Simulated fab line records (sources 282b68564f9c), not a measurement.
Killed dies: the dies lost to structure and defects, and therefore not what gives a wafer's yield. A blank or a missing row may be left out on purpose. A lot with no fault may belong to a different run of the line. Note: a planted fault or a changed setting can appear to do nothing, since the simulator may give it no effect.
2 desks, one fault || flow rit-cmos || each desk has only its own numbers; what lay behind them comes last

== AT THE TOOL OWNER'S DESK: lpcvd-02 ==
The tool's own readings at RIT_SPACER_CVD_03 (deposits Si3N4 from SiH2Cl2/NH3, target thk 250 nm, time 3300 s): means of the sampled wafers that have a number, for each lot that ran on this tool. Marked OUT: a lot whose mean sits more than 4 standard deviations from the usual mean, which makes it out of limits; the brackets give that distance.
Columns: A = sih2cl2-flow-sccm at RIT_SPACER_CVD_03, usual 60.03 sccm; B = spike-tc-centre-C at RIT_SPACER_CVD_03, usual 812.6 C
{"lot": "L564", "first seen here": "day 3 00:11", "A": 60.00, "B": 813.4}
{"lot": "L565", "first seen here": "day 3 06:47", "A": 59.94, "B": 810.9}
{"lot": "L568", "first seen here": "day 3 20:04", "A": 60.01, "B": 812.0}
{"lot": "L571", "first seen here": "day 4 12:30", "A": 59.97, "B": 814.0}
{"lot": "L572", "first seen here": "day 4 16:46", "A": 60.12, "B": 813.0}
{"lot": "L573", "first seen here": "day 4 22:25", "A": 60.14, "B": 813.8}
{"lot": "L585", "first seen here": "day 7 10:24", "A": 60.01, "B": 812.2}
{"lot": "L586", "first seen here": "day 7 16:04", "A": 60.22, "B": 812.9}
Finding of this desk: none of the 8 lots has anything out of limits.

== FROM THE METROLOGY DESK ==
Lot by lot, what the gauges showed, no matter which tool ran the lot: averages of those sampled wafers that carry a number. Marked OUT: a lot whose mean sits more than 4 standard deviations from the usual mean, which makes it out of limits; the brackets give that distance.
Columns: A = SPACER_NITRIDE_THK at RIT_SPACER_THK_MEAS_04, usual 251.0 nm
{"lot": "L563", "first seen here": "day 2 21:32", "A": 246.0}
{"lot": "L564", "first seen here": "day 3 02:08", "A": 253.1}
{"lot": "L565", "first seen here": "day 3 08:43", "A": 253.5}
{"lot": "L566", "first seen here": "day 3 14:58", "A": 253.9}
{"lot": "L568", "first seen here": "day 3 21:59", "A": 250.8}
{"lot": "L570", "first seen here": "day 4 09:38", "A": 250.9}
{"lot": "L571", "first seen here": "day 4 15:25", "A": 251.3}
{"lot": "L572", "first seen here": "day 4 18:41", "A": 252.2}
{"lot": "L573", "first seen here": "day 5 00:20", "A": 248.1}
{"lot": "L574", "first seen here": "day 5 05:16", "A": 252.5}
{"lot": "L576", "first seen here": "day 5 16:56", "A": 249.4}
{"lot": "L577", "first seen here": "day 5 20:19", "A": 249.8}
{"lot": "L585", "first seen here": "day 7 12:20", "A": "142.6 (-49) OUT"}
{"lot": "L586", "first seen here": "day 7 17:59", "A": "140.7 (-50) OUT"}
This desk's finding: out of limits on L585, L586; first on L585, day 7 12:20 (SPACER_NITRIDE_THK at RIT_SPACER_THK_MEAS_04). In limits: L563, L564, L565, L566, L568, L570, L571, L572, L573, L574, L576, L577.

== PUT TOGETHER ==
At day 7 12:20 the metrology desk could have sounded an alarm, on L585, L586.
The desk of the tool owner found nothing out of limits.
Tool owner's desk: L585, L586 on record, inside its limits.
All the named lots went through RIT_SPACER_CVD_03 on lpcvd-02.

== WHAT WAS PUT IN BY THE SIMULATOR ==
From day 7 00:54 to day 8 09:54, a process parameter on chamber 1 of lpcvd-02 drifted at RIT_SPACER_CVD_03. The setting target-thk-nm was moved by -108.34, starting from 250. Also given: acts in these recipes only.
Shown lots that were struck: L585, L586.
Delay in hours, fault start to first out-of-limits reading, per desk: metrology desk 11.
